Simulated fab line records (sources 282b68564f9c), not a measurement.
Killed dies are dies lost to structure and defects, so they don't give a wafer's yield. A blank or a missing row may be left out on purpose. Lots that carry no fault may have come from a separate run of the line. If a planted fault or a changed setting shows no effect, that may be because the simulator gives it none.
fab line records	flow ritCmos
record lots=5	wafers=15	lastDay=7
route steps=202 shown REOX@100 NLDD@103 PLDD@114 SPACER@125
lots with no fault: from the same line, run without faults
startH: hours from the record's opening day to when the first of the lot's shown wafers began	waitH: how many hours have passed since the lot's step before this one	" same as the row above	L1.1+2: a single row standing in for several wafers	- either no value or no given start	* or withheld: withheld	< > ~ a bound
route shown NAME@n: a module of which the file shows steps, and the number in the route of the first	usual: mean and standard deviation over wafers with no fault	same: alike in all rows	chamber/n: place in a boat	sites: the reading at each site	_std_site: the values' standard deviation	_edge_site: inner sites' mean taken away from outer sites' mean	radiusMm: how far each site lies from the wafer's centre	mask NAME#n: copy n	behind: the tool/chamber that last shaped the wafer	hold: what put the lot on hold/how long, in hours/how the hold closed	device: names the non-switching transistor (n, p or np)	end of line: the tests these same wafers got at the end of their route	step lacking rows: just its recipe	killed: the dies lost at the first sort to structure and to defects; this is not the yield of the wafer	map: a wafer's dies, marking killed ones x, the rest . and places with no die _
set.NAME: the setting as run; set.NAME@STEP: as run at that earlier step	model.NAME: the simulator's own value behind a step, which no gauge read
lots at selected steps of the route; one table per step, one row per wafer
services: a tool's chamber out of use, with start hour (startH, from the record's first day; less than 0 if before it), hours out, and reason
## steps
# step RIT_REOX_CLEAN_02
# recipe chemistry=SC2	mix=3:3:50	timeS=600	tempC=75	dry=n2Spin
lot.wafer	tool	chamber	startH	waitH
L076.2+4+6	wetBench-04	1	47.23	0.0
L086.1+3+6	wetBench-03	1	96.90	0.0
L089.4+5+6	wetBench-03	2	112.69	0.0
L094.4+5+6	wetBench-02	2	142.15	0.0
L097.2+3+4	wetBench-03	0	153.74	0.0
# step RIT_REOX_OXIDATION_03
# recipe tempC=900	ambient=O2	targetThkA=252	oxTimeS=5580
# usual tubeCenterTempC=900/0.082
lot.wafer	tool	chamber	startH	waitH	tubeCenterTempC
L076.2	furnace-01	0	47.41	0.0	899.92
L076.4	"	0	"	"	900.03
L076.6	"	0	"	"	900.02
L086.1	furnace-04	0	97.09	0.0	900
L086.3	"	0	"	"	900.06
L086.6	"	0	"	"	899.93
L089.4	furnace-01	0	113.93	1.1	900.08
L089.5	"	0	"	"	899.88
L089.6	"	0	"	"	899.92
L094.4	furnace-03	0	142.32	0.0	899.95
L094.5	"	0	"	"	899.89
L094.6	"	0	"	"	900.03
L097.2	furnace-01	0	153.91	0.0	900
L097.3	"	0	"	"	899.85
L097.4	"	0	"	"	899.9
# step RIT_REOX_THK_MEAS_04
# recipe reads=SiO2_of_REOX_OXIDATION_03
# usual REOX_OXIDE_THK=25.0/0.47
lot.wafer	tool	chamber	startH	waitH	REOX_OXIDE_THK[nm]
L076.2	filmMetro-03	-	49.97	0.0	26.0
L076.4	"	-	"	"	25.4
L076.6	"	-	"	"	26.3
L086.1	filmMetro-04	-	99.64	0.0	24.9
L086.3	"	-	"	"	24.8
L086.6	"	-	"	"	24.6
L089.4	filmMetro-03	-	116.51	0.0	24.7
L089.5	"	-	"	"	24.9
L089.6	"	-	"	"	24.3
L094.4	filmMetro-04	-	144.90	0.0	24.8
L094.5	"	-	"	"	25.3
L094.6	"	-	"	"	24.8
L097.2	filmMetro-03	-	156.47	0.0	24.8
L097.3	"	-	"	"	24.2
L097.4	"	-	"	"	23.7
# step RIT_NLDD_HMDS_00
# recipe primeTimeS=60	primeTempC=140
# same primeTimeS=60
lot.wafer	tool	chamber	startH	waitH
L076.2+4+6	lithoTrack-02	0	50.04	0.1
L086.1+3+6	lithoTrack-04	0	99.83	0.2
L089.4+5+6	lithoTrack-02	0	116.61	0.1
L094.4+5+6	lithoTrack-04	0	145.01	0.1
L097.2+3+4	lithoTrack-02	0	156.55	0.1
# step RIT_NLDD_COAT_01
# recipe resist=NOVOLAK	spinRpm=3250	resistThkNm=1000
lot.wafer	tool	chamber	startH	waitH
L076.2+4+6	lithoTrack-02	0	50.19	0.1
L086.1+3+6	lithoTrack-04	0	99.98	0.1
L089.4+5+6	lithoTrack-02	0	116.76	0.1
L094.4+5+6	lithoTrack-04	0	145.16	0.1
L097.2+3+4	lithoTrack-02	0	156.70	0.1
# step RIT_NLDD_SOFTBAKE_02
# recipe resist=NOVOLAK	tempC=90	timeS=60
lot.wafer	tool	chamber	startH	waitH
L076.2+4+6	lithoTrack-02	0	50.34	0.1
L086.1+3+6	lithoTrack-04	0	100.13	0.1
L089.4+5+6	lithoTrack-02	0	116.91	0.1
L094.4+5+6	lithoTrack-04	0	145.31	0.1
L097.2+3+4	lithoTrack-02	0	156.85	0.1
# step RIT_NLDD_EXPOSE_03
# recipe maskId=M7	na=0.57	targetCdNm=40700	doseMj=250
# same na=0.57
lot.wafer	tool	chamber	startH	waitH	mask
L076.2+4+6	ilineStepper-02	0	50.49	0.1	M7#0
L086.1+3+6	ilineStepper-02	0	100.41	0.2	M7#0
L089.4+5+6	ilineStepper-01	0	117.05	0.1	M7#0
L094.4+5+6	ilineStepper-02	0	145.57	0.2	M7#0
L097.2+3+4	ilineStepper-02	0	156.99	0.1	M7#0
# step RIT_NLDD_PEB_04
# recipe resist=NOVOLAK	tempC=withheld	timeS=withheld
lot.wafer	tool	chamber	startH	waitH
L076.2+4+6	lithoTrack-03	0	50.64	0.1
L086.1+3+6	lithoTrack-02	0	100.61	0.2
L089.4+5+6	lithoTrack-02	0	117.18	0.1
L094.4+5+6	lithoTrack-04	0	145.70	0.1
L097.2+3+4	lithoTrack-03	0	157.11	0.1
# step RIT_NLDD_DEVELOP_05
# recipe resist=NOVOLAK	developTimeS=47.73	devTempC=23
lot.wafer	tool	chamber	startH	waitH
L076.2+4+6	lithoTrack-03	0	-	-
L086.1+3+6	lithoTrack-02	0	-	-
L089.4+5+6	lithoTrack-02	0	-	-
L094.4+5+6	lithoTrack-04	0	-	-
L097.2+3+4	lithoTrack-03	0	-	-
# step RIT_NLDD_OVL_MEAS_06
# usual NLDD_OVL=-1.9/1.6
lot.wafer	tool	chamber	startH	waitH	NLDD_OVL[nm]
L076.2	overlay-01	-	50.90	-	-1.9
L076.4	"	-	"	"	-0.7
L076.6	"	-	"	"	-1.9
L086.1	overlay-02	-	100.90	-	-2.6
L086.3	"	-	"	"	-1.0
L086.6	"	-	"	"	-2.2
L089.4	overlay-01	-	117.41	-	-2.0
L089.5	"	-	"	"	0.0
L089.6	"	-	"	"	-0.8
L094.4	overlay-02	-	145.93	-	-3.2
L094.5	"	-	"	"	-3.6
L094.6	"	-	"	"	-2.8
L097.2	overlay-01	-	157.38	-	0.3
L097.3	"	-	"	"	-0.1
L097.4	"	-	"	"	0.6
# step RIT_NLDD_HARDBAKE_07
# recipe resist=NOVOLAK	tempC=140	timeS=60
lot.wafer	tool	chamber	startH	waitH
L076.2+4+6	lithoTrack-02	0	50.96	0.0
L086.1+3+6	lithoTrack-02	0	100.93	0.0
L089.4+5+6	lithoTrack-02	0	117.50	0.1
L094.4+5+6	lithoTrack-03	0	146.02	0.1
L097.2+3+4	lithoTrack-03	0	157.43	0.0
# step RIT_NLDD_IMPLANT_08
# recipe species=P	energyKev=20	doseCm2=5e+14	tiltDeg=7
lot.wafer	tool	chamber	startH	waitH
L076.2+4+6	implanter-02	0	51.11	0.1
L086.1+3+6	implanter-01	0	101.08	0.1
L089.4+5+6	implanter-03	0	117.65	0.1
L094.4+5+6	implanter-03	0	146.17	0.1
L097.2+3+4	implanter-01	0	157.58	0.1
# step RIT_NLDD_STRIP_09
# recipe chemistry=O2	timeS=180	resist=NOVOLAK	platenTempC=withheld	powerW=500	pressureMtorr=4000	o2FlowSccm=4000
# usual drypumpMotorCurrentA=5.5/0.45	rfReflPowerW=7.3/1.7
lot.wafer	tool	chamber	startH	waitH	drypumpMotorCurrentA	rfHoursCounterH	rfReflPowerW
L076.2	plasmaAsher-04	1	51.23	0.1	6.1	42	5.4
L076.4	"	1	"	"	6.1	-	5.7
L076.6	"	0	"	"	5.0	-	9.2
L086.1	plasmaAsher-04	1	101.23	0.1	6.1	47	5.8
L086.3	"	0	"	"	5.0	-	9.3
L086.6	"	1	"	"	6.1	-	5.6
L089.4	plasmaAsher-02	0	117.78	0.1	5.6	-	8.9
L089.5	"	1	"	"	5.7	-	8.2
L089.6	"	0	"	"	5.6	-	9.0
L094.4	plasmaAsher-01	0	146.30	0.1	5.1	-	5.7
L094.5	"	1	"	"	6.0	-	5.7
L094.6	"	0	"	"	5.1	-	5.5
L097.2	plasmaAsher-02	0	157.71	0.1	5.6	36	9.2
L097.3	"	1	"	"	5.7	-	8.4
L097.4	"	0	"	"	5.6	-	9.3
# step RIT_NLDD_TW_MEAS_10
# usual NLDD_TW=2503/19
lot.wafer	tool	chamber	startH	waitH	NLDD_TW
L076.2	filmMetro-04	-	51.42	0.1	2484
L076.4	"	-	"	"	2505
L076.6	"	-	"	"	2498
L086.1	filmMetro-01	-	101.41	0.1	2523
L086.3	"	-	"	"	2521
L086.6	"	-	"	"	2514
L089.4	filmMetro-04	-	117.93	0.1	2519
L089.5	"	-	"	"	2517
L089.6	"	-	"	"	2524
L094.4	filmMetro-02	-	146.45	0.1	2463
L094.5	"	-	"	"	2468
L094.6	"	-	"	"	2476
L097.2	filmMetro-04	-	157.89	0.1	2526
L097.3	"	-	"	"	2515
L097.4	"	-	"	"	2508
# step RIT_PLDD_HMDS_00
# recipe primeTimeS=60	primeTempC=140
# same primeTimeS=60
lot.wafer	tool	chamber	startH	waitH
L076.2+4+6	lithoTrack-04	0	51.49	0.1
L086.1+3+6	lithoTrack-04	0	101.47	0.1
L089.4+5+6	lithoTrack-02	0	118.03	0.1
L094.4+5+6	lithoTrack-04	0	146.63	0.2
L097.2+3+4	lithoTrack-02	0	157.97	0.1
# step RIT_PLDD_COAT_01
# recipe resist=NOVOLAK	spinRpm=3250	resistThkNm=1000
lot.wafer	tool	chamber	startH	waitH
L076.2+4+6	lithoTrack-04	0	51.64	0.1
L086.1+3+6	lithoTrack-04	0	101.62	0.1
L089.4+5+6	lithoTrack-02	0	118.18	0.1
L094.4+5+6	lithoTrack-04	0	146.78	0.1
L097.2+3+4	lithoTrack-02	0	158.12	0.1
# step RIT_PLDD_SOFTBAKE_02
# recipe resist=NOVOLAK	tempC=90	timeS=60
lot.wafer	tool	chamber	startH	waitH
L076.2+4+6	lithoTrack-04	0	51.79	0.1
L086.1+3+6	lithoTrack-04	0	101.77	0.1
L089.4+5+6	lithoTrack-02	0	118.33	0.1
L094.4+5+6	lithoTrack-04	0	146.93	0.1
L097.2+3+4	lithoTrack-02	0	158.27	0.1
# step RIT_PLDD_EXPOSE_03
# recipe maskId=M8	na=0.57	targetCdNm=40900	doseMj=250
# same na=0.57
lot.wafer	tool	chamber	startH	waitH	mask
L076.2+4+6	ilineStepper-02	0	52.06	0.2	M8#0
L086.1+3+6	ilineStepper-02	0	102.04	0.2	M8#0
L089.4+5+6	ilineStepper-02	0	118.59	0.2	M8#0
L094.4+5+6	ilineStepper-02	0	147.06	0.1	M8#0
L097.2+3+4	ilineStepper-02	0	158.54	0.2	M8#0
# step RIT_PLDD_PEB_04
# recipe resist=NOVOLAK	tempC=withheld	timeS=withheld
lot.wafer	tool	chamber	startH	waitH
L076.2+4+6	lithoTrack-02	0	52.18	0.1
L086.1+3+6	lithoTrack-01	0	102.16	0.1
L089.4+5+6	lithoTrack-04	0	118.73	0.1
L094.4+5+6	lithoTrack-02	0	147.19	0.1
L097.2+3+4	lithoTrack-02	0	158.66	0.1
# step RIT_PLDD_DEVELOP_05
# recipe resist=NOVOLAK	developTimeS=50	devTempC=23
lot.wafer	tool	chamber	startH	waitH
L076.2+4+6	lithoTrack-02	0	-	-
L086.1+3+6	lithoTrack-01	0	-	-
L089.4+5+6	lithoTrack-04	0	-	-
L094.4+5+6	lithoTrack-02	0	-	-
L097.2+3+4	lithoTrack-02	0	-	-
# step RIT_PLDD_OVL_MEAS_06
# usual PLDD_OVL=-1.3/1.4
lot.wafer	tool	chamber	startH	waitH	PLDD_OVL[nm]
L076.2	overlay-01	-	52.45	-	-2.3
L076.4	"	-	"	"	-1.4
L076.6	"	-	"	"	-2.5
L086.1	overlay-01	-	102.44	-	-1.3
L086.3	"	-	"	"	-0.5
L086.6	"	-	"	"	-0.1
L089.4	overlay-01	-	118.95	-	-3.1
L089.5	"	-	"	"	-3.4
L089.6	"	-	"	"	-4.1
L094.4	overlay-01	-	147.42	-	-2.3
L094.5	"	-	"	"	-1.4
L094.6	"	-	"	"	-0.9
L097.2	overlay-01	-	158.92	-	-2.5
L097.3	"	-	"	"	-1.1
L097.4	"	-	"	"	-1.9
# step RIT_PLDD_HARDBAKE_07
# recipe resist=NOVOLAK	tempC=140	timeS=60
lot.wafer	tool	chamber	startH	waitH
L076.2+4+6	lithoTrack-01	0	52.50	0.0
L086.1+3+6	lithoTrack-04	0	102.48	0.0
L089.4+5+6	lithoTrack-01	0	119.05	0.1
L094.4+5+6	lithoTrack-02	0	147.51	0.1
L097.2+3+4	lithoTrack-04	0	159.13	0.2
# step RIT_PLDD_IMPLANT_08
# recipe species=BF2	energyKev=20	doseCm2=9.194e+14	tiltDeg=7
lot.wafer	tool	chamber	startH	waitH
L076.2+4+6	implanter-04	0	52.65	0.1
L086.1+3+6	implanter-04	0	102.63	0.1
L089.4+5+6	implanter-04	0	119.20	0.1
L094.4+5+6	implanter-03	0	147.66	0.1
L097.2+3+4	implanter-04	0	159.28	0.1
# step RIT_PLDD_STRIP_09
# recipe chemistry=O2	timeS=180	resist=NOVOLAK	platenTempC=withheld	powerW=500	pressureMtorr=4000	o2FlowSccm=4000
# usual drypumpMotorCurrentA=5.6/0.44	rfReflPowerW=7.8/1.5
lot.wafer	tool	chamber	startH	waitH	drypumpMotorCurrentA	rfHoursCounterH	rfReflPowerW
L076.2	plasmaAsher-04	1	52.78	0.1	6.1	42	5.6
L076.4	"	1	"	"	6.1	-	5.5
L076.6	"	0	"	"	4.9	-	9.3
L086.1	plasmaAsher-03	1	102.78	0.1	6.0	44	7.7
L086.3	"	1	"	"	6.0	-	7.9
L086.6	"	0	"	"	5.0	-	5.6
L089.4	plasmaAsher-04	1	119.33	0.1	6.1	-	5.7
L089.5	"	1	"	"	6.1	-	5.6
L089.6	"	0	"	"	5.0	-	9.1
L094.4	plasmaAsher-03	1	147.79	0.1	6.0	-	8.0
L094.5	"	0	"	"	5.0	-	5.8
L094.6	"	1	"	"	6.0	-	7.8
L097.2	plasmaAsher-02	1	159.40	0.1	5.7	36	8.5
L097.3	"	0	"	"	5.6	-	9.1
L097.4	"	1	"	"	5.7	-	8.6
# step RIT_PLDD_TW_MEAS_10
# usual PLDD_TW=2370/15
lot.wafer	tool	chamber	startH	waitH	PLDD_TW
L076.2	filmMetro-04	-	52.96	0.1	2376
L076.4	"	-	"	"	2377
L076.6	"	-	"	"	2380
L086.1	filmMetro-01	-	102.96	0.1	2391
L086.3	"	-	"	"	2382
L086.6	"	-	"	"	2390
L089.4	filmMetro-01	-	119.48	0.1	2378
L089.5	"	-	"	"	2385
L089.6	"	-	"	"	2392
L094.4	filmMetro-01	-	147.94	0.1	2397
L094.5	"	-	"	"	2387
L094.6	"	-	"	"	2377
L097.2	filmMetro-04	-	159.59	0.1	2386
L097.3	"	-	"	"	2391
L097.4	"	-	"	"	2388
# step RIT_SPACER_CLEAN_00
# recipe chemistry=SC1	mix=3:3:50	timeS=600	tempC=75
lot.wafer	tool	chamber	startH	waitH
L076.2+4+6	wetBench-04	0	53.01	0.0
L086.1+3+6	wetBench-02	3	103.02	0.1
L089.4+5+6	wetBench-04	1	119.51	0.0
L094.4+5+6	wetBench-01	0	147.97	0.0
L097.2+3+4	wetBench-01	0	159.64	0.0
# step RIT_SPACER_CLEAN_01
# recipe chemistry=dHF	dilution=50:1	timeS=30
lot.wafer	tool	chamber	startH	waitH
L076.2+4+6	wetBench-02	2	53.19	0.0
L086.1+3+6	wetBench-01	3	103.21	0.0
L089.4+5+6	wetBench-02	3	119.68	0.0
L094.4+5+6	wetBench-02	1	148.15	0.0
L097.2+3+4	wetBench-01	3	159.81	0.0
# step RIT_SPACER_CLEAN_02
# recipe chemistry=SC2	mix=3:3:50	timeS=600	tempC=75	dry=n2Spin
lot.wafer	tool	chamber	startH	waitH
L076.2+4+6	wetBench-01	1	53.20	0.0
L086.1+3+6	wetBench-04	3	103.22	0.0
L089.4+5+6	wetBench-01	0	119.70	0.0
L094.4+5+6	wetBench-04	0	148.16	0.0
L097.2+3+4	wetBench-01	1	159.83	0.0
## services
tool	chamber	startH	hours	kind
implanter-03	-	27.50	15.9	pm
ilineStepper-01	-	30.54	1.7	pm
implanter-01	-	37.39	3.3	repair
furnace-04	-	48.60	4.5	pm
implanter-04	-	61.17	4.2	repair
ilineStepper-02	-	63.48	0.7	repair
implanter-03	-	83.72	2.2	repair
plasmaAsher-02	-	86.70	8.5	repair
furnace-01	-	98.39	2.6	pm
wetBench-04	-	98.42	3.7	repair
furnace-03	-	102.05	5.5	pm
furnace-04	-	108.13	23.4	pm
plasmaAsher-02	-	108.22	1.9	repair
ilineStepper-02	-	108.39	1.7	pm
plasmaAsher-03	-	108.75	9.0	pm
furnace-01	-	112.59	1.3	pm
furnace-03	-	114.67	3.3	pm
plasmaAsher-01	-	115.41	1.7	repair
plasmaAsher-04	-	119.81	1.1	repair
plasmaAsher-03	-	129.50	4.1	repair
furnace-04	-	131.49	3.4	pm
plasmaAsher-03	-	135.38	6.6	repair
wetBench-02	-	157.90	4.2	repair
wetBench-04	-	158.48	1.9	repair
## key
fault none
